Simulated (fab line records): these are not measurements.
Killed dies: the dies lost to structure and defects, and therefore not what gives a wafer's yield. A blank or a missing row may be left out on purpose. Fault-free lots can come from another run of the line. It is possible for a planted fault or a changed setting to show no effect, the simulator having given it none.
fab line records -- flow berkeley_cmos170
record lots=5, wafers=15, last_day=12
route steps=331 shown V2@307 M3@309
lots that met no fault: from a run of the same line without faults
start_h: hours from the record's first day to the start of the lot's first wafer shown -- wait_h: how many hours have passed since the lot's step before this one -- " as in the row above -- L1.1+2: a row that stands for several wafers -- - no value, or no start given -- * or withheld: withheld -- < > ~ a bound
route shown NAME@n: names a module that has steps shown in the file, with the first one's number in the route -- usual: mean and standard deviation over wafers with no fault -- same: alike in all rows -- chamber/n: place in a boat -- sites: per-site readings -- _std_site: how widely they spread, as a standard deviation -- _edge_site: inner sites' mean taken away from outer sites' mean -- radius_mm: how far each site lies from the wafer's centre -- mask NAME#n: copy n -- behind: the tool/chamber that last shaped the wafer -- hold: reason for holding the lot/hours on hold/outcome of the hold -- device: which transistor (n, p or np) failed to switch -- end of line: tests of these same wafers at the route's end -- where a step has no rows: the recipe by itself -- killed: the dies lost at the first sort to structure and to defects; this is not the yield of the wafer -- map: a wafer's dies, x killed, . not, _ none there
set.NAME: the setting that was run; set.NAME@STEP: the one run at that earlier step -- model.NAME: the simulator's own value behind a step, which no gauge read
lots at selected steps of the route; one table per step, one row per wafer
services: a tool's chamber out of use, with start hour (start_h, from the record's first day; less than 0 if before it), hours out, and reason
## steps
# step UCB170_V2_STRIP_15
# recipe chemistry=O2, power_w=400, pressure_mtorr=3500, platen_temp_c=withheld, o2_flow_sccm=400, overash_fraction=0.5
# usual drypump_motor_current_A=5.6/0.34, oes_product_au=0.722/0.0042, strip_time_to_endpoint_s=15.34/0.12
lot.wafer,tool,chamber,start_h,wait_h,drypump_motor_current_A,oes_product_au,rf_hours_counter_h,strip_time_to_endpoint_s
L074.1,plasma_asher-03,0,159.76,0.1,5.8,0.723,48,15.33
L074.3,plasma_asher-03,0,159.76,0.1,5.8,0.729,-,15.71
L074.6,plasma_asher-03,0,159.76,0.1,5.8,0.728,-,15.32
L076.4,plasma_asher-01,1,185.50,0.1,5.0,0.721,-,15.32
L076.5,plasma_asher-01,0,185.50,0.1,5.3,0.729,-,15.38
L076.6,plasma_asher-01,1,185.50,0.1,5.0,0.719,-,15.31
L086.2,plasma_asher-02,0,221.11,0.1,5.5,0.723,44,15.44
L086.5,plasma_asher-02,0,221.11,0.1,5.6,0.725,-,15.58
L086.6,plasma_asher-02,1,221.11,0.1,6.0,0.723,-,15.29
L097.1,plasma_asher-02,0,281.94,0.1,5.6,0.728,51,15.18
L097.3,plasma_asher-02,0,281.94,0.1,5.5,0.713,-,15.19
L097.5,plasma_asher-02,1,281.94,0.1,5.9,0.721,-,15.32
L096.1,plasma_asher-01,0,283.90,0.1,5.3,0.729,61,15.25
L096.5,plasma_asher-01,1,283.90,0.1,5.0,0.717,-,15.31
L096.6,plasma_asher-01,0,283.90,0.1,5.3,0.730,-,15.34
# step UCB170_V2_CD_MEAS_90
# recipe target_cd_nm=700
# usual cd_nm=700.3/1.7
lot.wafer,tool,chamber,start_h,wait_h,cd_nm
L074.1,cd_sem-02,-,159.86,0.1,700.7
L074.3,cd_sem-02,-,159.86,0.1,700.1
L074.6,cd_sem-02,-,159.86,0.1,700.3
L076.4,cd_sem-02,-,185.63,0.1,700.3
L076.5,cd_sem-02,-,185.63,0.1,699.2
L076.6,cd_sem-02,-,185.63,0.1,698.7
L086.2,cd_sem-01,-,221.23,0.1,702.7
L086.5,cd_sem-01,-,221.23,0.1,701.8
L086.6,cd_sem-01,-,221.23,0.1,702.8
L097.1,cd_sem-02,-,282.04,0.1,698.3
L097.3,cd_sem-02,-,282.04,0.1,699.1
L097.5,cd_sem-02,-,282.04,0.1,698.9
L096.1,cd_sem-01,-,284.04,0.1,700.5
L096.5,cd_sem-01,-,284.04,0.1,699.9
L096.6,cd_sem-01,-,284.04,0.1,699.9
# step UCB170_M3_PRE_CLEAN_00
# recipe gas=Ar, preclean_etch_time_s=60
lot.wafer,tool,chamber,start_h,wait_h
L074.1+3+6,pvd_sputter-03,-,159.98,0.1
L076.4+5+6,pvd_sputter-04,-,185.69,0.0
L086.2+5+6,pvd_sputter-02,-,221.33,0.1
L097.1+3+5,pvd_sputter-03,-,282.16,0.1
L096.1+5+6,pvd_sputter-02,-,284.16,0.1
# step UCB170_M3_SPUTTER_01
# recipe material=Al, target_thk_nm=900, time_s=120, power_w=6000, chamber_pressure_pa=0.5
# usual throttle_valve_pct=30.3/1.1
# same time_s=120
lot.wafer,tool,chamber,start_h,wait_h,throttle_valve_pct
L074.1,pvd_sputter-03,-,160.05,0.0,29.7
L074.3,pvd_sputter-03,-,160.05,0.0,28.0
L074.6,pvd_sputter-03,-,160.05,0.0,30.6
L076.4,pvd_sputter-04,-,185.76,0.0,31.4
L076.5,pvd_sputter-04,-,185.76,0.0,30.7
L076.6,pvd_sputter-04,-,185.76,0.0,29.6
L086.2,pvd_sputter-02,-,221.40,0.0,30.5
L086.5,pvd_sputter-02,-,221.40,0.0,32.2
L086.6,pvd_sputter-02,-,221.40,0.0,29.6
L097.1,pvd_sputter-03,-,282.23,0.0,30.8
L097.3,pvd_sputter-03,-,282.23,0.0,31.3
L097.5,pvd_sputter-03,-,282.23,0.0,31.1
L096.1,pvd_sputter-02,-,284.23,0.0,29.9
L096.5,pvd_sputter-02,-,284.23,0.0,30.6
L096.6,pvd_sputter-02,-,284.23,0.0,31.2
# step UCB170_M3_RS_MEAS_02
# recipe thk_meas_gauge=four-point-probe, reads=Al_of_M3_SPUTTER_01
# usual M3_AL_RS=0.0322/0.00039
lot.wafer,tool,chamber,start_h,wait_h,M3_AL_RS[ohm/sq]
L074.1,film_metro-01,-,160.13,0.0,0.0319
L074.3,film_metro-01,-,160.13,0.0,0.0317
L074.6,film_metro-01,-,160.13,0.0,0.0318
L076.4,film_metro-03,-,185.90,0.1,0.0326
L076.5,film_metro-03,-,185.90,0.1,0.0323
L076.6,film_metro-03,-,185.90,0.1,0.0324
L086.2,film_metro-04,-,221.50,0.1,0.0322
L086.5,film_metro-04,-,221.50,0.1,0.0323
L086.6,film_metro-04,-,221.50,0.1,0.0322
L097.1,film_metro-03,-,282.31,0.0,0.0314
L097.3,film_metro-03,-,282.31,0.0,0.0319
L097.5,film_metro-03,-,282.31,0.0,0.0320
L096.1,film_metro-01,-,284.31,0.0,0.0311
L096.5,film_metro-01,-,284.31,0.0,0.0314
L096.6,film_metro-01,-,284.31,0.0,0.0315
# step UCB170_M3_THK_MEAS_03
# recipe thk_meas_gauge=xrf, reads=Al_of_M3_SPUTTER_01
# usual M3_AL_THK=896/11
lot.wafer,tool,chamber,start_h,wait_h,M3_AL_THK[nm]
L074.1,film_metro-01,-,160.25,0.1,895
L074.3,film_metro-01,-,160.25,0.1,903
L074.6,film_metro-01,-,160.25,0.1,904
L076.4,film_metro-03,-,185.99,0.1,883
L076.5,film_metro-03,-,185.99,0.1,887
L076.6,film_metro-03,-,185.99,0.1,886
L086.2,film_metro-04,-,221.61,0.1,905
L086.5,film_metro-04,-,221.61,0.1,897
L086.6,film_metro-04,-,221.61,0.1,903
L097.1,film_metro-03,-,282.43,0.1,919
L097.3,film_metro-03,-,282.43,0.1,910
L097.5,film_metro-03,-,282.43,0.1,907
L096.1,film_metro-01,-,284.43,0.1,923
L096.5,film_metro-01,-,284.43,0.1,908
L096.6,film_metro-01,-,284.43,0.1,916
# step UCB170_M3_HMDS_04
# recipe prime_time_s=60, prime_temp_c=100
# same prime_time_s=60
lot.wafer,tool,chamber,start_h,wait_h
L074.1+3+6,litho_track-02,0,160.31,0.1
L076.4+5+6,litho_track-03,0,186.53,0.5
L086.2+5+6,litho_track-02,0,221.81,0.2
L097.1+3+5,litho_track-01,0,283.23,0.8
L096.1+5+6,litho_track-02,0,284.65,0.2
# step UCB170_M3_COAT_05
# recipe resist=KrF, spin_rpm=1500, resist_thk_nm=900
lot.wafer,tool,chamber,start_h,wait_h
L074.1+3+6,litho_track-02,0,160.46,0.1
L076.4+5+6,litho_track-03,0,186.68,0.1
L086.2+5+6,litho_track-02,0,221.96,0.1
L097.1+3+5,litho_track-01,0,283.38,0.1
L096.1+5+6,litho_track-02,0,284.80,0.1
# step UCB170_M3_SOFTBAKE_06
# recipe resist=KrF, temp_c=130, time_s=60
# usual heater_power_total_W=56.80/0.043
# same time_s=60
lot.wafer,tool,chamber,start_h,wait_h,heater_power_total_W
L074.1,litho_track-02,0,160.61,0.1,56.87
L074.3,litho_track-02,0,160.61,0.1,56.79
L074.6,litho_track-02,0,160.61,0.1,56.78
L076.4,litho_track-03,0,186.83,0.1,56.79
L076.5,litho_track-03,0,186.83,0.1,56.77
L076.6,litho_track-03,0,186.83,0.1,56.77
L086.2,litho_track-02,0,222.11,0.1,56.65
L086.5,litho_track-02,0,222.11,0.1,56.85
L086.6,litho_track-02,0,222.11,0.1,56.79
L097.1,litho_track-01,0,283.53,0.1,56.78
L097.3,litho_track-01,0,283.53,0.1,56.81
L097.5,litho_track-01,0,283.53,0.1,56.77
L096.1,litho_track-02,0,284.95,0.1,56.85
L096.5,litho_track-02,0,284.95,0.1,56.85
L096.6,litho_track-02,0,284.95,0.1,56.77
# step UCB170_M3_STRIP_07
# recipe chemistry=O2, power_w=400, pressure_mtorr=3500, platen_temp_c=withheld, o2_flow_sccm=400, overash_fraction=0.5
# usual drypump_motor_current_A=5.94/0.28, oes_product_au=0.735/0.0044, strip_time_to_endpoint_s=21.99/0.072
lot.wafer,tool,chamber,start_h,wait_h,drypump_motor_current_A,oes_product_au,rf_hours_counter_h,strip_time_to_endpoint_s
L074.1,plasma_asher-02,1,160.76,0.1,5.90,0.732,37,21.94
L074.3,plasma_asher-02,1,160.76,0.1,5.91,0.736,-,21.87
L074.6,plasma_asher-02,1,160.76,0.1,5.91,0.736,-,21.92
L076.4,plasma_asher-02,0,186.94,0.1,5.54,0.737,-,22.11
L076.5,plasma_asher-02,0,186.94,0.1,5.55,0.736,-,22.11
L076.6,plasma_asher-02,1,186.94,0.1,5.93,0.737,-,22.03
L086.2,plasma_asher-03,0,222.24,0.1,5.79,0.735,55,21.97
L086.5,plasma_asher-03,1,222.24,0.1,5.90,0.742,-,22.03
L086.6,plasma_asher-03,0,222.24,0.1,5.83,0.732,-,22.05
L097.1,plasma_asher-03,0,283.68,0.1,5.79,0.734,63,22.05
L097.3,plasma_asher-03,0,283.68,0.1,5.81,0.725,-,22.11
L097.5,plasma_asher-03,1,283.68,0.1,5.89,0.734,-,22.00
L096.1,plasma_asher-02,1,285.10,0.1,5.91,0.740,51,21.97
L096.5,plasma_asher-02,1,285.10,0.1,5.91,0.736,-,22.02
L096.6,plasma_asher-02,0,285.10,0.1,5.57,0.735,-,21.92
## services
tool,chamber,start_h,hours,kind
pvd_sputter-02,-,177.46,4.4,repair
pvd_sputter-04,-,191.15,1.4,repair
litho_track-02,-,212.70,-,consumable_replace:filter
plasma_asher-02,-,239.56,0.5,repair
plasma_asher-02,-,261.21,2.8,pm
plasma_asher-01,-,262.12,0.9,repair
pvd_sputter-04,-,266.75,4.4,repair
pvd_sputter-03,-,282.92,2.3,repair
## key
fault none
